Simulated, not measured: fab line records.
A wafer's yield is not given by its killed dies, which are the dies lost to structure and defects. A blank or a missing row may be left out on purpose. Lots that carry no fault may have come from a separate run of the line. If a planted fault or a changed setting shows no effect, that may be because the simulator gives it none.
Struck lot and sound lot, side by side || flow ritCmos || 15 out of 202 route steps
Sound: these wafers, L500.1, L500.2, L500.6. Wafers struck: L497.1, L497.4, L497.6. At the end, the cause is stated.
Per side, at each step with rows, come the tool, then ch with its chambers, and then its first start. Under that, the readings that differ: sound wafers || struck wafers || difference of the means || sigmas: that difference in standard deviations of wafers without a fault.
alike: same words and numbers on both sides, and readings whose means sit less than 2 such deviations apart. not compared: any withheld reading, any reading some wafer has no value for, any bound like >300 that may hide the same value, and any number with overlapping values for which the record gives no deviation.
A row with sigmas, a row that says differs or no value, or rows on one side alone: a step with any of these is where the two part. When numbers do not overlap yet have no deviation, they are printed without sigmas and do not part them. A reading that every wafer of one side lacks parts them only if that side has two wafers or more.

RIT_CONTACT_OVL_MEAS_09:
  sound on overlay-02 at day 6 22:10; struck on overlay-01 at day 6 15:07
  alike: CONTACT_OVL
  not compared: hold
then, 1 step without rows for these wafers: RIT_CONTACT_HARDBAKE_10 (time 60 s).
RIT_CONTACT_ETCH_11: etches SiO2 in CHF3/CF4/Ar, stops on TiSi2, target depth 480 nm, time 320 s.
  sound on rieDiel-01 ch 0,1,3, day 6 22:35; struck on rieDiel-02 ch 0,1,3, day 6 15:18
  alike: O2_flow_sccm, drypumpMotorCurrentA, oesProductAu, throttleValvePct
  not compared: rfHoursCounterH
RIT_CONTACT_STRIP_12: strips in O2, time 180 s.
  sound on plasmaAsher-02 ch 0,1, day 6 22:47; struck on plasmaAsher-02 ch 1, day 6 15:30
  alike: drypumpMotorCurrentA
  not compared: rfHoursCounterH
RIT_CONTACT_CD_MEAS_90 targets a cd of 1000 nm.
  sound on cdSem-01 at day 6 22:58; struck on cdSem-02 at day 6 15:40
  alike: cdNm
  not compared: hold
then, 2 steps without rows for these wafers: RIT_CONTACT_CLEAN_13 (cleans in SC1, time 600 s); RIT_CONTACT_CLEAN_14 (cleans in SC2, time 600 s).
RIT_M1_SPUTTER_00: material Al, target thk 400 nm, time 500 s.
  sound on pvdSputter-01 at day 6 23:26; struck on pvdSputter-04 at day 6 16:10
  alike: throttleValvePct
RIT_M1_RS_MEAS_01: measurement is done with a four-point probe.
  sound on filmMetro-01 at day 6 23:44; struck on filmMetro-04 at day 6 16:27
  alike: M1_AL_RS
RIT_M1_THK_MEAS_02: measures by xrf.
  sound on filmMetro-01 at day 6 23:52; struck on filmMetro-04 at day 6 16:34
  alike: M1_AL_THK
then, 2 steps without rows for these wafers: RIT_M1_HMDS_03 (prime time 60 s); RIT_M1_COAT_04 (resist thk 1300 nm).
RIT_M1_SOFTBAKE_05: time 61.98 s.
  sound on lithoTrack-04 ch 0, day 7 00:13; struck on lithoTrack-03 ch 0, day 6 16:56
{"reading": "heaterPowerTotalW (W)", "sound": "34.65 34.64 34.64", "struck": "34.06 34.02 33.97", "difference": -0.63, "sigmas": -13}
{"reading": "plateSensorTCentreC (C)", "sound": "90.971 90.968 90.961", "struck": "89.793 89.813 89.802", "difference": -1.164, "sigmas": "-99 or more"}
{"reading": "plateSensorTEdgeC (C)", "sound": "91.017 91.003 91.022", "struck": "89.825 89.846 89.834", "difference": -1.179, "sigmas": "-99 or more"}
then, 1 step without rows for these wafers: RIT_M1_EXPOSE_06 (exposes mask M12, target cd 2600 nm).
RIT_M1_PROBE_99:
  sound on prober-01 at day 7 03:35; struck on prober-02 at day 6 20:10
  alike: killedAtContacts, killedAtFrontEnd, killedDies, killedOpen, killedShort

== WHERE THEY PART ==
RIT_M1_SOFTBAKE_05 only, going by this record. Later steps at which nothing parts them and some readings are alike: RIT_M1_PROBE_99.

WHY: the cause the simulator had injected
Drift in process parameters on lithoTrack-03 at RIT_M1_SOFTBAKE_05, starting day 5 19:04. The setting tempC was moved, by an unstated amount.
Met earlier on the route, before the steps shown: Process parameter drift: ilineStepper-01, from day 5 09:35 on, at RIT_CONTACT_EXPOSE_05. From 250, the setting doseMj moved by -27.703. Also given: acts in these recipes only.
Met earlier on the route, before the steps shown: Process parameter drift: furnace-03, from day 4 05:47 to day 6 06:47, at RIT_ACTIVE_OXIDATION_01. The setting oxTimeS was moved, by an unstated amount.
